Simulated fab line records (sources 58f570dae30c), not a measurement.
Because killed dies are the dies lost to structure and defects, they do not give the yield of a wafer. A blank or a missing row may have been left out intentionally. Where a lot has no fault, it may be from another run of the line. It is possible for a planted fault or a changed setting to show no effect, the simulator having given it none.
2 desks looking at one fault | flow berkeley-cmos170 | each desk holds nothing but its own numbers, with what lay behind them at the end

## METROLOGY DESK
Means of the sampled wafers that have a number, per lot and without regard to the tool the lot ran on: this is what the gauges read. Any lot whose mean is over 4 standard deviations away from the usual mean is out of limits and marked OUT; that distance is given in the brackets. It has 9 readings; the 7 that lie furthest out on some lot are the ones shown.
Columns: A = cd-nm at UCB170_V2_CD_MEAS_12, usual 700.1 nm; B = cd-nm at UCB170_V2_CD_MEAS_90, usual 700.0 nm; C = M3_AL_RS at UCB170_M3_RS_MEAS_02, usual 0.0322 ohm/sq; D = M3_AL_THK at UCB170_M3_THK_MEAS_03, usual 881 nm; E = cd-nm at UCB170_M3_CD_MEAS_15, usual 699.5 nm; F = M3_OVL at UCB170_M3_OVL_MEAS_16, usual -3 nm; G = cd-nm at UCB170_M3_CD_MEAS_90, usual 699.4 nm
lot  | first seen here | A     | B     | C      | D   | E     | F  | G
L364 | day 9 10:46     | 702.7 | 702.4 | 0.0320 | 891 | 700.1 | 3  | 700.9
L366 | day 9 16:17     | 698.9 | 699.3 | 0.0319 | 895 | 700.6 | -7 | 703.0
L378 | day 12 15:17    | 698.9 | 697.7 | 0.0321 | 877 | 700.5 | 1  | 698.8
L379 | day 12 17:28    | 699.9 | 700.2 | 0.0320 | 881 | 699.5 | -2 | 699.9
L383 | day 13 23:19    | 699.3 | 699.6 | 0.0318 | 883 | 698.0 | 1  | 700.3
Finding of this desk: none of the 5 lots has anything out of limits.

## TOOL OWNER'S DESK, pvd-sputter-02
The tool's own readings at UCB170_M3_SPUTTER_01 (material Al, target thk 900 nm, time 120 s): means of the sampled wafers that have a number, for each lot that ran on this tool. Any lot whose mean is over 4 standard deviations away from the usual mean is out of limits and marked OUT; that distance is given in the brackets.
Columns: A = cathode-dc-power-W at UCB170_M3_SPUTTER_01, usual 6000.1 W; B = throttle-valve-pct at UCB170_M3_SPUTTER_01, usual 30.1 %
lot  | first seen here | A      | B
L364 | day 9 11:23     | 6000.7 | 30.4
L366 | day 9 16:53     | 6001.4 | 30.2
L378 | day 12 15:55    | 6000.4 | 30.6
Finding of this desk: none of the 3 lots has anything out of limits.

## BROUGHT TOGETHER
The metrology desk saw nothing out of limits.
The desk of the tool owner found nothing out of limits.

## WHAT THE SIMULATOR HAD PUT IN
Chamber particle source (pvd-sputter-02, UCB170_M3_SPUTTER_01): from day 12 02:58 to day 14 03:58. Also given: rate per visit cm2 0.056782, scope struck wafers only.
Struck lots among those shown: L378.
